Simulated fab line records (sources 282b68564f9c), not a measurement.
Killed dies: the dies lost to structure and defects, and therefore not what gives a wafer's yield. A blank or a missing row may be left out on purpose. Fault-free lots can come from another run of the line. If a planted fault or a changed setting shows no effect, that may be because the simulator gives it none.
Which of the tools did it? || flow rit cmos || 15 lots with 45 wafers sampled at 2 steps, on a route of 202 steps

## WHAT THE GAUGES READ, wafer by wafer
RIT_CONTACT_OVL_MEAS_09. Usual: CONTACT_OVL 0.2 nm, standard deviation 1.5.
{"lot": "L740", "measured": "day 3 05:02", "on": "overlay-02", "CONTACT_OVL (nm)": "2.5 3.2 1.7", "flag": ""}
{"lot": "L741", "measured": "day 3 08:43", "on": "overlay-01", "CONTACT_OVL (nm)": "-2.2 0.2 0.5", "flag": ""}
{"lot": "L743", "measured": "day 3 19:23", "on": "overlay-02", "CONTACT_OVL (nm)": "0.8 0.8 1.3", "flag": ""}
{"lot": "L745", "measured": "day 4 08:38", "on": "overlay-01", "CONTACT_OVL (nm)": "-0.9 -1.8 -0.7", "flag": ""}
{"lot": "L748", "measured": "day 4 23:06", "on": "overlay-01", "CONTACT_OVL (nm)": "1.2 0.4 -0.2", "flag": ""}
{"lot": "L751", "measured": "day 5 12:03", "on": "overlay-01", "CONTACT_OVL (nm)": "-2.6 -0.5 -2.1", "flag": ""}
{"lot": "L752", "measured": "day 5 15:55", "on": "overlay-01", "CONTACT_OVL (nm)": "2.2 0.3 -2.1", "flag": ""}
{"lot": "L753", "measured": "day 6 02:05", "on": "overlay-02", "CONTACT_OVL (nm)": "129.4 130.6 130.0", "flag": "OFF"}
{"lot": "L754", "measured": "day 6 03:52", "on": "overlay-01", "CONTACT_OVL (nm)": "129.1 129.4 130.0", "flag": "OFF"}
{"lot": "L755", "measured": "day 6 05:51", "on": "overlay-01", "CONTACT_OVL (nm)": "129.3 129.1 129.0", "flag": "OFF"}
{"lot": "L756", "measured": "day 6 12:46", "on": "overlay-01", "CONTACT_OVL (nm)": "-1.5 -1.0 0.7", "flag": ""}
{"lot": "L757", "measured": "day 6 19:20", "on": "overlay-01", "CONTACT_OVL (nm)": "-0.6 1.4 -1.3", "flag": ""}
{"lot": "L758", "measured": "day 6 22:59", "on": "overlay-01", "CONTACT_OVL (nm)": "1.9 3.1 2.9", "flag": ""}
{"lot": "L761", "measured": "day 7 12:08", "on": "overlay-01", "CONTACT_OVL (nm)": "-0.1 0.4 1.0", "flag": ""}
{"lot": "L762", "measured": "day 7 19:20", "on": "overlay-01", "CONTACT_OVL (nm)": "2.7 1.6 1.0", "flag": ""}

## WHICH TOOL RAN EACH LOT (tool, then ch and the chambers of the sampled wafers, then the start)
{"lot": "L740", "RIT_CONTACT_EXPOSE_05": "iline stepper-02 ch 0, day 3 04:24"}
{"lot": "L741", "RIT_CONTACT_EXPOSE_05": "iline stepper-02 ch 0, day 3 08:05"}
{"lot": "L743", "RIT_CONTACT_EXPOSE_05": "iline stepper-01 ch 0, day 3 18:45"}
{"lot": "L745", "RIT_CONTACT_EXPOSE_05": "iline stepper-02 ch 0, day 4 08:01"}
{"lot": "L748", "RIT_CONTACT_EXPOSE_05": "iline stepper-02 ch 0, day 4 22:29"}
{"lot": "L751", "RIT_CONTACT_EXPOSE_05": "iline stepper-01 ch 0, day 5 11:26"}
{"lot": "L752", "RIT_CONTACT_EXPOSE_05": "iline stepper-02 ch 0, day 5 15:11"}
{"lot": "L753", "RIT_CONTACT_EXPOSE_05": "iline stepper-01 ch 0, day 6 01:29"}
{"lot": "L754", "RIT_CONTACT_EXPOSE_05": "iline stepper-01 ch 0, day 6 03:11"}
{"lot": "L755", "RIT_CONTACT_EXPOSE_05": "iline stepper-01 ch 0, day 6 05:14"}
{"lot": "L756", "RIT_CONTACT_EXPOSE_05": "iline stepper-02 ch 0, day 6 12:08"}
{"lot": "L757", "RIT_CONTACT_EXPOSE_05": "iline stepper-02 ch 0, day 6 18:43"}
{"lot": "L758", "RIT_CONTACT_EXPOSE_05": "iline stepper-02 ch 0, day 6 22:15"}
{"lot": "L761", "RIT_CONTACT_EXPOSE_05": "iline stepper-02 ch 0, day 7 11:31"}
{"lot": "L762", "RIT_CONTACT_EXPOSE_05": "iline stepper-02 ch 0, day 7 18:41"}
- RIT_CONTACT_EXPOSE_05: exposes mask M11, target cd 1000 nm.

## WHAT THE TOOLS THEMSELVES READ (means of the sampled wafers that have a number; where no wafer has one, the mark that the record gives instead)
RIT_CONTACT_EXPOSE_05. Usual: exposure dose mJ cm2 249.93, standard deviation 0.27; focus offset nm 0.1 nm, standard deviation 0.53.
{"lot": "L740", "tool": "iline stepper-02", "exposure dose mJ cm2": 249.85, "focus offset nm (nm)": 0.3, "flag": ""}
{"lot": "L741", "tool": "iline stepper-02", "exposure dose mJ cm2": 250.09, "focus offset nm (nm)": 0.2, "flag": ""}
{"lot": "L743", "tool": "iline stepper-01", "exposure dose mJ cm2": 250.33, "focus offset nm (nm)": -0.0, "flag": ""}
{"lot": "L745", "tool": "iline stepper-02", "exposure dose mJ cm2": 249.88, "focus offset nm (nm)": -0.8, "flag": ""}
{"lot": "L748", "tool": "iline stepper-02", "exposure dose mJ cm2": 250.21, "focus offset nm (nm)": 0.8, "flag": ""}
{"lot": "L751", "tool": "iline stepper-01", "exposure dose mJ cm2": 250.13, "focus offset nm (nm)": -0.2, "flag": ""}
{"lot": "L752", "tool": "iline stepper-02", "exposure dose mJ cm2": 249.91, "focus offset nm (nm)": -0.1, "flag": ""}
{"lot": "L753", "tool": "iline stepper-01", "exposure dose mJ cm2": 249.74, "focus offset nm (nm)": -0.6, "flag": ""}
{"lot": "L754", "tool": "iline stepper-01", "exposure dose mJ cm2": 250.00, "focus offset nm (nm)": 0.6, "flag": ""}
{"lot": "L755", "tool": "iline stepper-01", "exposure dose mJ cm2": 249.93, "focus offset nm (nm)": 0.4, "flag": ""}
{"lot": "L756", "tool": "iline stepper-02", "exposure dose mJ cm2": 249.84, "focus offset nm (nm)": 0.2, "flag": ""}
{"lot": "L757", "tool": "iline stepper-02", "exposure dose mJ cm2": 249.49, "focus offset nm (nm)": 0.1, "flag": ""}
{"lot": "L758", "tool": "iline stepper-02", "exposure dose mJ cm2": 250.23, "focus offset nm (nm)": 0.0, "flag": ""}
{"lot": "L761", "tool": "iline stepper-02", "exposure dose mJ cm2": 249.62, "focus offset nm (nm)": 0.5, "flag": ""}
{"lot": "L762", "tool": "iline stepper-02", "exposure dose mJ cm2": 250.51, "focus offset nm (nm)": 0.1, "flag": ""}

## THE ANSWER, worked out from the rows above alone
Rule: take the mean of a lot's wafers that have a number; if it is more than 3 standard deviations from the usual mean, the lot is off. A lot without any number at a reading at which 4 lots or more have one is off too. The other lots that the step has rows for count as sound. Order of review: gauges by route order, followed by the tools' own readings, for which a lot's mean as printed above is used. The first step at which some lot is off is used, and at that step the reading that is off furthest; a lot without a number counts as furthest.
Off: L753, L754, L755, seen at RIT_CONTACT_OVL_MEAS_09 (CONTACT_OVL).
If a tool, at a process step before that reading, ran all the lots that are off and no sound lot after the first of them, it fits. Gauges at RIT_CONTACT_OVL_MEAS_09: tried the same way as those tools. One fits: iline stepper-01 at RIT_CONTACT_EXPOSE_05. Its last sound lot is L751 (day 5 11:26), its first lot that is off L753 (day 6 01:29): a fault that began between those two fits.

## WHAT THE SIMULATOR HAD PUT IN
Scanner matching overlay: iline stepper-01, from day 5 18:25 on, at RIT_CONTACT_EXPOSE_05. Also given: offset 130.
Shown lots that were struck: L753, L754, L755. The rule above reached the same finding.
